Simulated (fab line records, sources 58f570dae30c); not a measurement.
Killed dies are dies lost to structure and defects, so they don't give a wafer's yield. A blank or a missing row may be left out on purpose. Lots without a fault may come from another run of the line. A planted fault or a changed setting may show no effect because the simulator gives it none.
Which tool did it? | flow berkeley_cmos170 | 15 lots, 45 wafers sampled, at 2 steps of a route of 331

WHAT THE GAUGES READ, wafer by wafer
UCB170_V1_THK_MEAS_01.
lot  | measured     | on            | V1_TEOS_THK (nm)
L317 | day 7 03:05  | film_metro-02 | 1992 1999 2034
L315 | day 7 06:10  | film_metro-01 | 1976 1966 1996
L316 | day 7 06:07  | film_metro-02 | 2025 2019 2059
L319 | day 8 01:38  | film_metro-02 | 2009 2026 2045
L320 | day 8 01:38  | film_metro-04 | 1983 2017 2005
L321 | day 8 01:38  | film_metro-01 | 1984 2020 1997
L323 | day 8 10:53  | film_metro-04 | 1993 1998 2003
L324 | day 9 01:16  | film_metro-01 | 1989 2028 2023
L325 | day 9 01:14  | film_metro-04 | 1986 1976 1977
L326 | day 9 01:15  | film_metro-02 | 1962 1974 2009
L327 | day 9 05:41  | film_metro-02 | 3963 4038 4023
L328 | day 9 05:24  | film_metro-01 | 1999 2007 2041
L329 | day 10 05:14 | film_metro-04 | 4032 4051 4056
L336 | day 11 06:33 | film_metro-01 | 3941 3990 4017
L337 | day 11 13:40 | film_metro-01 | 1994 1970 2038

WHICH TOOL RAN EACH LOT (tool, then ch and the chambers of the sampled wafers, then the start)
lot  | UCB170_V1_CVD_00
L317 | pecvd-02 ch 0,1,2, day 7 02:55
L315 | pecvd-02 ch 0,1, day 7 05:55
L316 | pecvd-03 ch 0,1, day 7 05:55
L319 | pecvd-03 ch 1,2, day 8 01:28
L320 | pecvd-02 ch 0,2, day 8 01:28
L321 | pecvd-04 ch 0,2, day 8 01:28
L323 | pecvd-04 ch 0,1,2, day 8 10:43
L324 | pecvd-03 ch 1,2, day 9 01:05
L325 | pecvd-02 ch 1,2, day 9 01:05
L326 | pecvd-04 ch 0,1, day 9 01:05
L327 | pecvd-03 ch 1,2, day 9 05:12
L328 | pecvd-04 ch 0,1,2, day 9 05:12
L329 | pecvd-04 ch 0,1, day 10 04:44
L336 | pecvd-04 ch 0,1, day 11 06:02
L337 | pecvd-03 ch 0,1,2, day 11 13:31
- UCB170_V1_CVD_00: deposits SiO2 from TEOS/O2, target thk 2000 nm, time 250 s.

WHAT THE TOOLS THEMSELVES READ (means of the sampled wafers that have a number; where no wafer has one, the mark that the record gives instead)
UCB170_V1_CVD_00.
lot  | tool     | heater_power_w (W)
L317 | pecvd-02 | 333
L315 | pecvd-02 | 319
L316 | pecvd-03 | 239
L319 | pecvd-03 | 305
L320 | pecvd-02 | 274
L321 | pecvd-04 | 285
L323 | pecvd-04 | 259
L324 | pecvd-03 | 307
L325 | pecvd-02 | 264
L326 | pecvd-04 | 310
L327 | pecvd-03 | 317
L328 | pecvd-04 | 296
L329 | pecvd-04 | 274
L336 | pecvd-04 | 290
L337 | pecvd-03 | 254

THE ANSWER, worked out from the rows above alone
Rule: what is usual is taken from the lots themselves. Put in order of their means at a reading, lots are off if they are a third of the lots or fewer, leave a main group of 4 or more, and stand apart from it by a gap of 3 or more times the standard deviation of the main group's means; of several such gaps the widest counts. A main group whose means are all the same, to the digits that the tables above print for the reading, isn't used. A lot without any number at a reading at which 4 lots or more have one is off too. The other lots that the step has rows for count as sound. The gauges are gone through in route order, then the tools' own readings, and for those a lot's mean is taken as printed above. The first step at which some lot is off is used, and at that step the reading that is off furthest; a lot without a number counts as furthest.
Off: L327, L329, L336, at UCB170_V1_THK_MEAS_01 (V1_TEOS_THK). The main group: mean 2003 nm, standard deviation 17.
A tool fits if, at a process step before that reading, it ran every lot that is off, and no sound lot after the first of them. The gauges at UCB170_V1_THK_MEAS_01 are tried like those tools. None of those tried fits.

WHAT THE SIMULATOR HAD PUT IN
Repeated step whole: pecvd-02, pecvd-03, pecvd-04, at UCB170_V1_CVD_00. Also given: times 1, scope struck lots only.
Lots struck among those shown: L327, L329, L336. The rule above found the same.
